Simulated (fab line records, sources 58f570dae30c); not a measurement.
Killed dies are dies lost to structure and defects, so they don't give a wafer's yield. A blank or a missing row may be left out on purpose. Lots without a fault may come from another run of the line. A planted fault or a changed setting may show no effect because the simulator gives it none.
Which tool did it? | flow berkeley_cmos170 | 13 lots, 39 wafers sampled, at 5 steps of a route of 331

WHAT THE GAUGES READ, wafer by wafer
UCB170_SPACER_THK_MEAS_01.
lot  | measured     | on            | SPACER_TEOS_THK (nm)
L440 | day 8 08:51  | film_metro-03 | 372 382 390
L441 | day 8 14:47  | film_metro-02 | 368 374 381
L442 | day 8 16:01  | film_metro-02 | 369 374 378
L443 | day 9 05:15  | film_metro-03 | 370 386 379
L445 | day 10 03:07 | film_metro-02 | 374 385 386
L447 | day 10 03:20 | film_metro-02 | 364 381 370
L444 | day 10 03:23 | film_metro-03 | 372 383 375
L451 | day 10 16:12 | film_metro-03 | 368 373 373
L448 | day 10 16:32 | film_metro-01 | 379 383 374
L455 | day 11 03:22 | film_metro-03 | 376 379 374
L453 | day 11 04:04 | film_metro-03 | 371 375 373
L460 | day 11 21:52 | film_metro-02 | 368 378 378
L461 | day 12 08:26 | film_metro-02 | 376 376 373

UCB170_M1_CD_MEAS_90: target cd 700 nm.
lot  | measured     | on        | cd_nm (nm)
L440 | day 9 04:35  | cd_sem-01 | 695.0 701.0 697.9
L441 | day 9 11:20  | cd_sem-02 | 693.8 699.9 700.9
L442 | day 9 12:11  | cd_sem-01 | 699.4 701.3 695.3
L443 | day 10 04:59 | cd_sem-01 | 695.2 697.2 697.5
L445 | day 11 01:33 | cd_sem-01 | 698.3 701.7 696.5
L447 | day 11 01:49 | cd_sem-01 | 696.3 700.2 700.7
L444 | day 11 02:02 | cd_sem-02 | 695.6 696.6 697.0
L451 | day 11 17:59 | cd_sem-02 | 698.9 695.4 701.2
L448 | day 11 16:16 | cd_sem-01 | 693.3 694.6 696.8
L455 | day 12 03:04 | cd_sem-01 | 700.2 713.6 712.8
L453 | day 12 06:02 | cd_sem-01 | 713.0 714.9 711.7
L460 | day 12 17:53 | cd_sem-01 | 701.2 701.7 693.0
L461 | day 13 12:56 | cd_sem-01 | 695.6 702.9 702.2

UCB170_V1_CD_MEAS_12: target cd 700 nm.
lot  | measured     | on        | cd_nm (nm)
L440 | day 9 08:03  | cd_sem-01 | 700.2 700.0 700.2
L441 | day 9 14:35  | cd_sem-01 | 698.8 699.0 699.6
L442 | day 9 16:25  | cd_sem-02 | 701.5 701.3 701.4
L443 | day 10 10:40 | cd_sem-01 | 699.7 699.0 699.7
L445 | day 11 04:59 | cd_sem-01 | 699.6 699.7 700.0
L447 | day 11 09:17 | cd_sem-01 | 699.4 702.1 700.5
L444 | day 11 09:23 | cd_sem-02 | 699.8 699.4 698.9
L451 | day 12 00:38 | cd_sem-02 | 699.6 700.4 699.3
L448 | day 11 22:24 | cd_sem-02 | 697.0 696.4 697.5
L455 | day 12 07:16 | cd_sem-01 | 699.1
L460 | day 12 23:31 | cd_sem-01 | 700.0 701.3 699.4
L461 | day 13 16:50 | cd_sem-02 | 700.2 698.1 699.4

WHICH TOOL RAN EACH LOT (tool, then ch and the chambers of the sampled wafers, then the start)
lot  | UCB170_M1_METAL_ETCH_12           | UCB170_V1_CMP_02
L440 | rie_metal-03 ch 0,1, day 9 04:22  | cmp-01 ch 0,2,3, day 9 06:16
L441 | rie_metal-03 ch 0,1, day 9 11:06  | cmp-02 ch 0,1,3, day 9 13:05
L442 | rie_metal-01 ch 0,1, day 9 11:58  | cmp-02 ch 0,1,2, day 9 14:20
L443 | rie_metal-03 ch 0,1, day 10 04:43 | cmp-01 ch 0,2,3, day 10 06:44
L445 | rie_metal-04 ch 0,1, day 11 01:19 | cmp-02 ch 2,3, day 11 03:11
L447 | rie_metal-01 ch 0,1, day 11 01:35 | cmp-01 ch 1,3, day 11 04:31
L444 | rie_metal-03 ch 0, day 11 01:46   | cmp-02 ch 0,2,3, day 11 04:43
L451 | rie_metal-04 ch 0,1, day 11 17:44 | cmp-01 ch 0,1,2, day 11 20:35
L448 | rie_metal-04 ch 0, day 11 16:01   | cmp-01 ch 1,3, day 11 17:58
L455 | rie_metal-01 ch 0,1, day 12 02:49 | cmp-01 ch 3, day 12 04:57
L453 | rie_metal-01 ch 0, day 12 05:47   | -
L460 | rie_metal-04 ch 0,1, day 12 17:37 | cmp-02 ch 0,2,3, day 12 20:45
L461 | rie_metal-04 ch 0,1, day 13 12:42 | cmp-02 ch 0,1,2, day 13 14:39
- UCB170_M1_METAL_ETCH_12: etches Al in Cl2/BCl3, stops on PSG, target depth 780 nm, time 130 s.
- UCB170_V1_CMP_02: polishes SiO2.

WHAT THE TOOLS THEMSELVES READ (means of the sampled wafers that have a number; where no wafer has one, the mark that the record gives instead)
UCB170_M1_METAL_ETCH_12.
lot  | tool         | drypump_motor_current_A (A) | oes_product_au (a.u.) | throttle_valve_pct (%)
L440 | rie_metal-03 | 5.5                         | 0.841                 | 24.1
L441 | rie_metal-03 | 5.5                         | 0.852                 | 24.1
L442 | rie_metal-01 | 5.0                         | 0.839                 | 24.4
L443 | rie_metal-03 | 5.2                         | 0.847                 | 24.3
L445 | rie_metal-04 | 5.5                         | 0.869                 | 24.3
L447 | rie_metal-01 | 4.9                         | 0.849                 | 24.4
L444 | rie_metal-03 | 5.8                         | 0.844                 | 24.0
L451 | rie_metal-04 | 5.4                         | 0.869                 | 24.6
L448 | rie_metal-04 | 5.7                         | 0.863                 | 23.9
L455 | rie_metal-01 | 5.0                         | 0.942                 | 24.4
L453 | rie_metal-01 | 5.0                         | 0.986                 | 24.3
L460 | rie_metal-04 | 5.4                         | 0.874                 | 24.6
L461 | rie_metal-04 | 5.4                         | 0.865                 | 24.6

UCB170_V1_CMP_02.
lot  | tool   | motor_current_A (A) | retaining_ring_pressure_frac
L440 | cmp-01 | 18.5                | 1.004
L441 | cmp-02 | 15.7                | 1.000
L442 | cmp-02 | 17.3                | 1.002
L443 | cmp-01 | 17.9                | 0.998
L445 | cmp-02 | 18.5                | 1.006
L447 | cmp-01 | 16.9                | 0.999
L444 | cmp-02 | 17.3                | 0.997
L451 | cmp-01 | 17.7                | 1.000
L448 | cmp-01 | 17.4                | 1.001
L455 | cmp-01 | 17.4                | 0.999
L460 | cmp-02 | 17.0                | 0.995
L461 | cmp-02 | 17.4                | 1.000

THE ANSWER, worked out from the rows above alone
Rule: what is usual is taken from the lots themselves. Put in order of their means at a reading, lots are off if they are a third of the lots or fewer, leave a main group of 4 or more, and stand apart from it by a gap of 3 or more times the standard deviation of the main group's means; of several such gaps the widest counts. A main group whose means are all the same, to the digits that the tables above print for the reading, isn't used. A lot without any number at a reading at which 4 lots or more have one is off too. The other lots that the step has rows for count as sound. The gauges are gone through in route order, then the tools' own readings, and for those a lot's mean is taken as printed above. The first step at which some lot is off is used, and at that step the reading that is off furthest; a lot without a number counts as furthest.
Off: L455, L453, at UCB170_M1_CD_MEAS_90 (cd_nm). The main group: mean 698.0 nm, standard deviation 1.4.
A tool fits if, at a process step before that reading, it ran every lot that is off, and no sound lot after the first of them. The gauges at UCB170_M1_CD_MEAS_90 aren't tried: what is off there is off at UCB170_M1_METAL_ETCH_12 too, on other tools, and a gauge's error can't cause that. One fits: rie_metal-01 at UCB170_M1_METAL_ETCH_12. Its last sound lot is L447 (day 11 01:35), its first lot that is off L455 (day 12 02:49): a fault that began between those two fits.
The tool's own readings at UCB170_M1_METAL_ETCH_12 bear it out: on the lots that are off they differ by more than 5 times the standard deviation of the sound lots' means. oes_product_au reads 0.964 a.u. there against 0.856 a.u. on the sound lots.

WHAT THE SIMULATOR HAD PUT IN
Process parameter drift: rie_metal-01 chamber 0, from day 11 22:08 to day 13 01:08, at UCB170_M1_METAL_ETCH_12. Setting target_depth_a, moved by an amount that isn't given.
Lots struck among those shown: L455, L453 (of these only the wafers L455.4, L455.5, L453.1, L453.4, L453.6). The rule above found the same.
